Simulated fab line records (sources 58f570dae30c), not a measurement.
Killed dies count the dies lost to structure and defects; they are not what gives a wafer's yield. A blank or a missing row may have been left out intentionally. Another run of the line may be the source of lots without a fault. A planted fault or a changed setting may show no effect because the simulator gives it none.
fab line records    flow berkeleyCmos170    part 1 of 2: steps 1 to 26 of 38
record: lots: 5  wafers: 15  lastDay: 10
route steps=331 shown SILICIDE@210 CONTACT@216 M1@238
lots that met no fault: from a run of the same line without faults
startH: hours from the record's first day to the start of the lot's first wafer shown    waitH: hours from the lot's prior step to this one    " unchanged from the row above    L1.1+2: one row covering several wafers at once    - no value present, or no start provided    * or withheld: withheld    < > ~ a bound
route shown NAME@n: a module of which the file shows steps, and the number in the route of the first    usual: mean/standard deviation taken from wafers without a fault    same: alike in all rows    chamber/n: place in a boat    sites: readings site by site    _std_site: standard deviation of those values    _edge_site: inner sites' mean taken away from outer sites' mean    radiusMm: for every site, how far away it sits from the centre of the wafer    mask NAME#n: copy n    behind: tool/chamber where the wafer was last shaped    hold: what put the lot on hold/how long, in hours/how the hold closed    device: which transistor (n, p or np) failed to switch    end of line: at the end of the route, the tests of the same wafers    where a step has no rows: the recipe by itself    killed: at the first sort, the dies lost to defects and structure; wafer yield is something else    map: a wafer's dies, x killed, . not, _ none there
set.NAME: setting as actually run; set.NAME@STEP: the setting as run at that earlier step    model.NAME: the simulator's own value behind a step, which no gauge read
certain route steps with their lots: each step a table, each wafer a row
services: the hour from which a tool's chamber was out of use, counted from the record's first day as startH (under 0 if before that day), plus the number of hours and why
== steps ==
step: UCB170_SILICIDE_PRE_CLEAN_00
recipe: gas: Ar  precleanEtchTimeS: 60
lot.wafer   tool           chamber  startH  waitH
L076.1+4+6  pvdSputter-04  -        143.49  0.1
L075.3+4+5  pvdSputter-02  -        143.64  0.1
L078.2+3+4  pvdSputter-02  -        157.49  0.1
L087.1+5+6  pvdSputter-04  -        212.15  0.1
L089.2+3+5  pvdSputter-02  -        212.50  0.1
step: UCB170_SILICIDE_SPUTTER_01
recipe: material: Ti  targetThkNm: 30  timeS: 25  powerW: 1500  chamberPressurePa: 0.5
usual: throttleValvePct: 30.7/1.1
lot.wafer  tool           chamber  startH  waitH  throttleValvePct
L076.1     pvdSputter-04  -        143.56  0.0    30.2
L076.4     "              -        "       "      31.0
L076.6     "              -        "       "      30.8
L075.3     pvdSputter-02  -        143.71  0.0    28.9
L075.4     "              -        "       "      31.3
L075.5     "              -        "       "      30.0
L078.2     pvdSputter-02  -        157.56  0.0    30.1
L078.3     "              -        "       "      31.8
L078.4     "              -        "       "      29.0
L087.1     pvdSputter-04  -        212.22  0.0    30.9
L087.5     "              -        "       "      31.0
L087.6     "              -        "       "      30.4
L089.2     pvdSputter-02  -        212.57  0.0    28.6
L089.3     "              -        "       "      31.7
L089.5     "              -        "       "      29.9
step: UCB170_SILICIDE_RS_MEAS_02
recipe: thkMeasGauge: four-point-probe  reads: Ti_of_SILICIDE_SPUTTER_01
usual: SILICIDE_TI_RS: 25.9/0.38
lot.wafer  tool          chamber  startH  waitH  SILICIDE_TI_RS[ohm/sq]
L076.1     filmMetro-02  -        143.59  0.0    26.1
L076.4     "             -        "       "      26.1
L076.6     "             -        "       "      26.1
L075.3     filmMetro-03  -        143.78  0.1    26.3
L075.4     "             -        "       "      26.2
L075.5     "             -        "       "      26.2
L078.2     filmMetro-04  -        157.61  0.0    25.9
L078.3     "             -        "       "      25.8
L078.4     "             -        "       "      25.6
L087.1     filmMetro-03  -        212.25  0.0    25.7
L087.5     "             -        "       "      25.4
L087.6     "             -        "       "      25.6
L089.2     filmMetro-02  -        212.62  0.0    25.5
L089.3     "             -        "       "      26.1
L089.5     "             -        "       "      26.0
step: UCB170_SILICIDE_THK_MEAS_03
recipe: thkMeasGauge: xrf  reads: Ti_of_SILICIDE_SPUTTER_01
usual: SILICIDE_TI_THK: 30.0/0.37
lot.wafer  tool          chamber  startH  waitH  SILICIDE_TI_THK[nm]
L076.1     filmMetro-02  -        143.71  0.1    29.9
L076.4     "             -        "       "      29.8
L076.6     "             -        "       "      30.0
L075.3     filmMetro-03  -        143.88  0.1    29.7
L075.4     "             -        "       "      29.7
L075.5     "             -        "       "      29.7
L078.2     filmMetro-04  -        157.72  0.1    30.1
L078.3     "             -        "       "      30.1
L078.4     "             -        "       "      30.4
L087.1     filmMetro-03  -        212.37  0.1    30.3
L087.5     "             -        "       "      30.5
L087.6     "             -        "       "      30.3
L089.2     filmMetro-02  -        212.73  0.1    30.4
L089.3     "             -        "       "      29.8
L089.5     "             -        "       "      29.9
step: UCB170_SILICIDE_RTA_04
recipe: tempC: 650  timeS: 15  ambient: N2
usual: lampPowerPct: 10.9/0.36  wafer_temp_C_max: 653.6/0.69
lot.wafer  tool          chamber  startH  waitH  lampPowerPct  wafer_temp_C_max
L076.1     rtpAnneal-01  0        143.77  0.1    11.2          653.5
L076.4     "             0        "       "      11.3          653.6
L076.6     "             0        "       "      11.2          653.2
L075.3     rtpAnneal-02  0        143.94  0.1    10.5          653.3
L075.4     "             0        "       "      10.5          653.4
L075.5     "             0        "       "      10.5          653.5
L078.2     rtpAnneal-01  0        157.78  0.1    11.3          655.2
L078.3     "             0        "       "      11.2          653.2
L078.4     "             0        "       "      11.3          653.4
L087.1     rtpAnneal-02  0        212.43  0.1    10.5          655.3
L087.5     "             0        "       "      10.5          653.8
L087.6     "             0        "       "      10.5          654.0
L089.2     rtpAnneal-01  0        212.81  0.1    11.2          652.6
L089.3     "             0        "       "      11.2          653.1
L089.5     "             0        "       "      11.2          652.8
step: UCB170_SILICIDE_WET_ETCH_05
recipe: chemistry: SPM  timeS: 45  tempC: 120  target: Ti
usual: bathHeatDutyPct: 13.0/0.83
lot.wafer  tool         chamber  startH  waitH  bathHeatDutyPct
L076.1     wetBench-02  1        143.85  0.1    13.1
L076.4     "            1        "       "      13.7
L076.6     "            1        "       "      12.8
L075.3     wetBench-04  2        143.99  0.0    12.7
L075.4     "            2        "       "      14.5
L075.5     "            2        "       "      15.0
L078.2     wetBench-01  2        157.95  0.2    11.2
L078.3     "            2        "       "      10.9
L078.4     "            2        "       "      11.3
L087.1     wetBench-02  2        212.59  0.2    13.9
L087.5     "            2        "       "      14.0
L087.6     "            2        "       "      11.6
L089.2     wetBench-02  0        212.93  0.1    13.0
L089.3     "            0        "       "      12.5
L089.5     "            0        "       "      12.6
step: UCB170_CONTACT_CLEAN_00
recipe: chemistry: SPM  tempC: 120  timeS: 600
usual: bathHeatDutyPct: 13.2/0.99
lot.wafer  tool         chamber  startH  waitH  bathHeatDutyPct
L076.1     wetBench-01  1        143.87  0.0    13.6
L076.4     "            1        "       "      14.2
L076.6     "            1        "       "      13.2
L075.3     wetBench-02  3        144.01  0.0    12.5
L075.4     "            3        "       "      12.7
L075.5     "            3        "       "      13.5
L078.2     wetBench-01  0        157.97  0.0    15.2
L078.3     "            0        "       "      15.2
L078.4     "            0        "       "      15.9
L087.1     wetBench-02  3        212.62  0.0    11.6
L087.5     "            3        "       "      13.0
L087.6     "            3        "       "      11.8
L089.2     wetBench-02  0        212.95  0.0    12.9
L089.3     "            0        "       "      11.7
L089.5     "            0        "       "      11.8
step: UCB170_CONTACT_CVD_01
recipe: material: PSG  targetThkNm: 700  tempC: 450  precursor: SiH4/O2/PH3  timeS: 2820  pressureMtorr: 300  sih4FlowSccm: 60  o2FlowSccm: 90  ph3FlowSccm: 25
lot.wafer   tool      chamber  startH  waitH
L076.1+4+6  lpcvd-02  1        144.06  0.0
L075.3+4+5  lpcvd-01  0        144.19  0.0
L078.2+3+4  lpcvd-02  0        158.15  0.0
L087.1+5+6  lpcvd-02  1        213.71  0.9
L089.2+3+5  lpcvd-02  1        213.71  0.6
step: UCB170_CONTACT_THK_MEAS_02
recipe: reads: PSG_of_CONTACT_CVD_01
usual: CONTACT_PSG_THK: 698/5.2
lot.wafer  tool          chamber  startH  waitH  CONTACT_PSG_THK[nm]
L075.3     filmMetro-01  -        145.99  0.0    693
L075.4     "             -        "       "      696
L075.5     "             -        "       "      697
L076.1     filmMetro-02  -        146.73  0.0    703
L076.4     "             -        "       "      696
L076.6     "             -        "       "      700
L078.2     filmMetro-04  -        159.94  0.0    695
L078.3     "             -        "       "      692
L078.4     "             -        "       "      690
L089.2     filmMetro-04  -        215.55  0.1    688
L089.3     "             -        "       "      693
L089.5     "             -        "       "      696
L087.1     filmMetro-01  -        215.55  0.1    697
L087.5     "             -        "       "      696
L087.6     "             -        "       "      698
step: UCB170_CONTACT_HMDS_03
recipe: primeTimeS: 60  primeTempC: 100
lot.wafer   tool           chamber  startH  waitH
L075.3+4+5  lithoTrack-03  0        146.08  0.1
L076.1+4+6  lithoTrack-01  0        146.79  0.1
L078.2+3+4  lithoTrack-01  0        160.01  0.1
L089.2+3+5  lithoTrack-03  0        215.62  0.1
L087.1+5+6  lithoTrack-02  0        216.00  0.4
step: UCB170_CONTACT_COAT_04
recipe: resist: KrF  spinRpm: 1500  resistThkNm: 900
usual: spinSpeedRpm: 1499.9/1.1
lot.wafer  tool           chamber  startH  waitH  spinSpeedRpm
L075.3     lithoTrack-03  0        146.23  0.1    1499.1
L075.4     "              0        "       "      1499.2
L075.5     "              0        "       "      1500.2
L076.1     lithoTrack-01  0        146.94  0.1    1499.7
L076.4     "              0        "       "      1500.0
L076.6     "              0        "       "      1499.8
L078.2     lithoTrack-01  0        160.16  0.1    1501.6
L078.3     "              0        "       "      1503.1
L078.4     "              0        "       "      1500.4
L089.2     lithoTrack-03  0        215.77  0.1    1497.8
L089.3     "              0        "       "      1500.3
L089.5     "              0        "       "      1499.2
L087.1     lithoTrack-02  0        216.15  0.1    1499.5
L087.5     "              0        "       "      1499.6
L087.6     "              0        "       "      1498.2
step: UCB170_CONTACT_SOFTBAKE_05
recipe: resist: KrF  tempC: 130  timeS: 60
lot.wafer   tool           chamber  startH  waitH
L075.3+4+5  lithoTrack-03  0        146.38  0.1
L076.1+4+6  lithoTrack-01  0        147.09  0.1
L078.2+3+4  lithoTrack-01  0        160.31  0.1
L089.2+3+5  lithoTrack-03  0        215.92  0.1
L087.1+5+6  lithoTrack-02  0        216.30  0.1
step: UCB170_CONTACT_STRIP_06
recipe: chemistry: O2  powerW: 400  pressureMtorr: 3500  platenTempC: withheld  o2FlowSccm: 400  overashFraction: 0.5
usual: drypumpMotorCurrentA: 5.9/0.4  oesProductAu: 0.735/0.0047  stripTimeToEndpointS: 21.95/0.058
lot.wafer  tool            chamber  startH  waitH  drypumpMotorCurrentA  oesProductAu  rfHoursCounterH  stripTimeToEndpointS
L075.3     plasmaAsher-04  1        146.52  0.1    5.5                   0.728         -                22.00
L075.4     "               0        "       "      6.6                   0.737         -                22.02
L075.5     "               0        "       "      6.6                   0.738         -                21.96
L076.1     plasmaAsher-03  1        147.24  0.1    6.1                   0.731         35               21.90
L076.4     "               0        "       "      6.1                   0.730         -                21.91
L076.6     "               0        "       "      6.1                   0.720         -                21.95
L078.2     plasmaAsher-04  1        160.44  0.1    5.6                   0.732         46               21.94
L078.3     "               0        "       "      6.6                   0.738         -                21.99
L078.4     "               1        "       "      5.6                   0.742         -                21.99
L089.2     plasmaAsher-03  1        216.05  0.1    6.1                   0.737         43               21.93
L089.3     "               0        "       "      6.0                   0.736         -                21.88
L089.5     "               0        "       "      6.1                   0.738         -                21.91
L087.1     plasmaAsher-01  1        216.45  0.1    5.6                   0.736         52               21.93
L087.5     "               1        "       "      5.6                   0.735         -                21.98
L087.6     "               0        "       "      5.5                   0.731         -                21.93
step: UCB170_CONTACT_CLEAN_07
recipe: chemistry: SPM  tempC: 120  timeS: 600
usual: bathHeatDutyPct: 13.5/1.1
lot.wafer  tool         chamber  startH  waitH  bathHeatDutyPct
L075.3     wetBench-02  3        146.58  0.0    13.6
L075.4     "            3        "       "      12.5
L075.5     "            3        "       "      11.7
L076.1     wetBench-04  2        147.34  0.1    13.2
L076.4     "            2        "       "      13.6
L076.6     "            2        "       "      14.1
L078.2     wetBench-04  3        160.54  0.1    14.0
L078.3     "            3        "       "      14.0
L078.4     "            3        "       "      17.1
L089.2     wetBench-01  1        216.25  0.2    13.7
L089.3     "            1        "       "      12.4
L089.5     "            1        "       "      13.5
L087.1     wetBench-02  2        216.55  0.1    14.3
L087.5     "            2        "       "      12.4
L087.6     "            2        "       "      12.0
step: UCB170_CONTACT_RTA_08
recipe: tempC: 900  timeS: 10  ambient: N2
usual: lampPowerPct: 25.3/0.83  wafer_temp_C_max: 904.9/0.9
lot.wafer  tool          chamber  startH  waitH  lampPowerPct  wafer_temp_C_max
L075.3     rtpAnneal-02  0        146.78  0.0    24.6          904.0
L075.4     "             0        "       "      24.6          904.8
L075.5     "             0        "       "      24.5          905.0
L076.1     rtpAnneal-01  0        147.52  0.0    26.2          904.1
L076.4     "             0        "       "      26.2          905.0
L076.6     "             0        "       "      26.2          904.1
L078.2     rtpAnneal-01  0        160.73  0.0    26.2          903.7
L078.3     "             0        "       "      26.2          904.8
L078.4     "             0        "       "      26.2          904.0
L089.2     rtpAnneal-02  0        216.44  0.0    24.6          904.6
L089.3     "             0        "       "      24.5          906.1
L089.5     "             0        "       "      24.5          906.1
L087.1     rtpAnneal-01  0        216.74  0.0    26.3          904.4
L087.5     "             0        "       "      26.3          904.1
L087.6     "             0        "       "      26.2          903.9
step: UCB170_CONTACT_COAT_09
recipe: resist: BARC  tempC: withheld  timeS: withheld  spinRpm: 3000  resistThkNm: withheld
usual: spinSpeedRpm: 3000.5/2
lot.wafer  tool           chamber  startH  waitH  spinSpeedRpm
L075.3     lithoTrack-03  0        146.87  0.1    3001.6
L075.4     "              0        "       "      3007.8
L075.5     "              0        "       "      3001.7
L076.1     lithoTrack-03  0        147.59  0.1    3003.0
L076.4     "              0        "       "      3003.7
L076.6     "              0        "       "      2998.1
L078.2     lithoTrack-03  0        160.85  0.1    2999.5
L078.3     "              0        "       "      2998.6
L078.4     "              0        "       "      3001.3
L089.2     lithoTrack-02  0        217.37  0.9    3002.1
L089.3     "              0        "       "      3001.7
L089.5     "              0        "       "      3002.3
L087.1     lithoTrack-03  0        217.67  0.9    3000.2
L087.5     "              0        "       "      3003.1
L087.6     "              0        "       "      3002.4
step: UCB170_CONTACT_COAT_10
recipe: resist: KrF  spinRpm: 1500  resistThkNm: 900
usual: spinSpeedRpm: 1499.8/0.92
lot.wafer  tool           chamber  startH  waitH  spinSpeedRpm
L075.3     lithoTrack-03  0        -       -      1499.7
L075.4     "              0        "       "      1500.5
L075.5     "              0        "       "      1500.0
L076.1     lithoTrack-03  0        -       -      1500.8
L076.4     "              0        "       "      1501.7
L076.6     "              0        "       "      1499.6
L078.2     lithoTrack-03  0        -       -      1499.9
L078.3     "              0        "       "      1500.6
L078.4     "              0        "       "      1500.4
L089.2     lithoTrack-02  0        -       -      1500.6
L089.3     "              0        "       "      1499.4
L089.5     "              0        "       "      1500.4
L087.1     lithoTrack-03  0        -       -      1499.1
L087.5     "              0        "       "      1498.2
L087.6     "              0        "       "      1499.0
step: UCB170_CONTACT_SOFTBAKE_11
recipe: resist: KrF  tempC: 130.9  timeS: 60
lot.wafer   tool           chamber  startH  waitH
L075.3+4+5  lithoTrack-03  0        -       -
L076.1+4+6  lithoTrack-03  0        -       -
L078.2+3+4  lithoTrack-03  0        -       -
L089.2+3+5  lithoTrack-02  0        -       -
L087.1+5+6  lithoTrack-03  0        -       -
step: UCB170_CONTACT_EXPOSE_12
recipe: maskId: CONT  targetCdNm: 700  na: 0.5  sigmaOuter: 0.6  sourceShape: conventional  doseMj: 35
usual: stageVelMmS: 500.10/0.27
lot.wafer  tool           chamber  startH  waitH  mask    stageVelMmS
L075.3     krfScanner-01  0        147.31  -      CONT#0  500.29
L075.4     "              0        "       "      CONT#0  500.18
L075.5     "              0        "       "      CONT#0  499.89
L076.1     krfScanner-02  0        148.16  -      CONT#0  500.24
L076.4     "              0        "       "      CONT#0  500.01
L076.6     "              0        "       "      CONT#0  500.03
L078.2     krfScanner-01  0        161.30  -      CONT#0  499.79
L078.3     "              0        "       "      CONT#0  499.93
L078.4     "              0        "       "      CONT#0  500.02
L089.2     krfScanner-02  0        217.94  -      CONT#0  499.97
L089.3     "              0        "       "      CONT#0  499.86
L089.5     "              0        "       "      CONT#0  499.87
L087.1     krfScanner-01  0        218.28  -      CONT#0  500.34
L087.5     "              0        "       "      CONT#0  500.50
L087.6     "              0        "       "      CONT#0  500.94
step: UCB170_CONTACT_PEB_13
recipe: pebTempC: 130  pebTimeS: withheld  resist: KrF
lot.wafer   tool           chamber  startH  waitH
L075.3+4+5  lithoTrack-01  0        147.44  0.1
L076.1+4+6  lithoTrack-03  0        148.28  0.1
L078.2+3+4  lithoTrack-02  0        161.42  0.1
L089.2+3+5  lithoTrack-01  0        218.70  0.7
L087.1+5+6  lithoTrack-01  0        218.95  0.6
step: UCB170_CONTACT_DEVELOP_14
recipe: developer: TMAH  developTimeS: 45  resist: KrF  devTempC: 21
lot.wafer   tool           chamber  startH  waitH
L075.3+4+5  lithoTrack-01  0        -       -
L076.1+4+6  lithoTrack-03  0        -       -
L078.2+3+4  lithoTrack-02  0        -       -
L089.2+3+5  lithoTrack-01  0        -       -
L087.1+5+6  lithoTrack-01  0        -       -
step: UCB170_CONTACT_CD_MEAS_15
recipe: targetCdNm: 700
usual: cdNm: 700.3/1.6
lot.wafer  tool      chamber  startH  waitH  cdNm
L075.3     cdSem-02  -        147.71  -      700.7
L075.4     "         -        "       "      700.2
L075.5     "         -        "       "      701.1
L076.1     cdSem-01  -        148.55  -      699.2
L076.4     "         -        "       "      698.9
L076.6     "         -        "       "      699.7
L078.2     cdSem-01  -        161.69  -      699.2
L078.3     "         -        "       "      699.9
L078.4     "         -        "       "      700.4
L089.2     cdSem-02  -        218.97  -      698.6
L089.3     "         -        "       "      699.6
L089.5     "         -        "       "      699.4
L087.1     cdSem-02  -        219.22  -      699.8
L087.5     "         -        "       "      699.4
L087.6     "         -        "       "      699.5
step: UCB170_CONTACT_OVL_MEAS_16
usual: CONTACT_OVL: 0/5.4
lot.wafer  tool        chamber  startH  waitH  CONTACT_OVL[nm]
L075.3     overlay-01  -        147.80  0.1    -2
L075.4     "           -        "       "      6
L075.5     "           -        "       "      2
L076.1     overlay-02  -        148.67  0.1    2
L076.4     "           -        "       "      -7
L076.6     "           -        "       "      -5
L078.2     overlay-02  -        161.79  0.1    4
L078.3     "           -        "       "      0
L078.4     "           -        "       "      7
L089.2     overlay-02  -        219.07  0.1    -11
L089.3     "           -        "       "      -9
L089.5     "           -        "       "      -4
L087.1     overlay-01  -        219.34  0.1    7
L087.5     "           -        "       "      4
L087.6     "           -        "       "      -1
step: UCB170_CONTACT_ETCH_17
recipe: chemistry: N2/H2  targetDepthA: withheld  overetchA: withheld  target: BARC  timeS: withheld  sourceW: 500  biasW: 100  pressureMtorr: 30  n2FlowSccm: 100  h2FlowSccm: 200
usual: drypumpMotorCurrentA: 5.87/0.29  oesProductAu: 0.999/0.02  throttleValvePct: 13.28/0.15
lot.wafer  tool        chamber  startH  waitH  drypumpMotorCurrentA  oesProductAu  throttleValvePct
L075.3     rieDiel-02  0        147.82  0.0    5.91                  0.998         13.11
L075.4     "           2        "       "      5.21                  0.998         13.01
L075.5     "           1        "       "      6.12                  1.014         13.43
L076.1     rieDiel-04  2        148.71  0.0    6.34                  0.984         13.34
L076.4     "           1        "       "      5.96                  1.025         13.18
L076.6     "           3        "       "      5.81                  1.014         13.56
L078.2     rieDiel-02  1        161.82  0.0    6.12                  1.012         13.43
L078.3     "           2        "       "      5.19                  0.978         13.02
L078.4     "           3        "       "      6.02                  1.022         13.44
L089.2     rieDiel-01  1        219.10  0.0    5.68                  0.979         13.24
L089.3     "           2        "       "      5.76                  0.985         13.27
L089.5     "           1        "       "      5.68                  0.978         13.22
L087.1     rieDiel-04  2        219.38  0.0    6.40                  0.969         13.34
L087.5     "           3        "       "      5.83                  1.001         13.57
L087.6     "           1        "       "      5.96                  1.016         13.18
step: UCB170_CONTACT_ETCH_18
recipe: chemistry: CHF3/CF4/Ar  target: PSG  stopOn: TiSi2  CHF3_flow_sccm: 45  cf4FlowSccm: 15  Ar_flow_sccm: 150  pressureMtorr: 200  rfW: 700  targetDepthA: 8400  overEtchFrac: 0.2  timeS: 195
usual: CHF3_flow_sccm: 45.00/0.13  drypumpMotorCurrentA: 5.86/0.29  mfcArSccm: 150.0/0.47  oesProductAu: 0.898/0.012  throttleValvePct: 6.92/0.1
lot.wafer  tool        chamber  startH  waitH  CHF3_flow_sccm  drypumpMotorCurrentA  mfcArSccm  oesProductAu  rfHoursCounterH  throttleValvePct
L075.3     rieDiel-02  0        -       -      44.88           5.84                  150.2      0.886         31               6.83
L075.4     "           2        "       "      44.94           5.25                  149.8      0.901         147              6.71
L075.5     "           1        "       "      44.82           6.14                  149.6      0.912         -                6.91
L076.1     rieDiel-04  2        -       -      44.83           6.40                  150.2      0.893         39               6.93
L076.4     "           1        "       "      44.84           5.95                  150.1      0.911         97               6.89
L076.6     "           3        "       "      44.79           5.83                  149.2      0.899         -                7.13
L078.2     rieDiel-02  1        -       -      44.96           6.14                  149.7      0.898         7                6.94
L078.3     "           2        "       "      45.17           5.20                  150.7      0.895         148              6.70
L078.4     "           3        "       "      44.85           5.97                  150.1      0.900         3                7.00
L089.2     rieDiel-01  1        -       -      44.65           5.67                  149.7      0.881         11               6.86
L089.3     "           2        "       "      45.09           5.71                  150.2      0.878         101              6.95
L089.5     "           1        "       "      44.85           5.66                  149.6      0.882         -                6.87
L087.1     rieDiel-04  2        -       -      44.94           6.33                  150.4      0.893         43               6.93
L087.5     "           3        "       "      45.05           5.82                  149.6      0.900         -                7.13
L087.6     "           1        "       "      44.86           5.97                  149.9      0.912         -                6.89
step: UCB170_CONTACT_STRIP_19
recipe: chemistry: O2  powerW: 400  pressureMtorr: 3500  platenTempC: withheld  o2FlowSccm: 400  overashFraction: 0.5
usual: drypumpMotorCurrentA: 5.9/0.4  oesProductAu: 0.725/0.004
lot.wafer  tool            chamber  startH  waitH  drypumpMotorCurrentA  oesProductAu  rfHoursCounterH
L075.3     plasmaAsher-04  0        148.02  -      6.5                   0.727         -
L075.4     "               1        "       "      5.6                   0.730         -
L075.5     "               0        "       "      6.5                   0.725         -
L076.1     plasmaAsher-03  0        148.88  -      6.1                   0.734         35
L076.4     "               1        "       "      6.1                   0.727         -
L076.6     "               1        "       "      6.0                   0.722         -
L078.2     plasmaAsher-01  1        161.99  -      5.6                   0.723         46
L078.3     "               1        "       "      5.6                   0.728         -
L078.4     "               0        "       "      5.4                   0.723         -
L089.2     plasmaAsher-01  0        219.27  -      5.4                   0.715         52
L089.3     "               1        "       "      5.6                   0.726         -
L089.5     "               0        "       "      5.4                   0.727         -
L087.1     plasmaAsher-04  0        219.60  -      6.6                   0.732         52
L087.5     "               1        "       "      5.5                   0.726         -
L087.6     "               0        "       "      6.6                   0.731         -
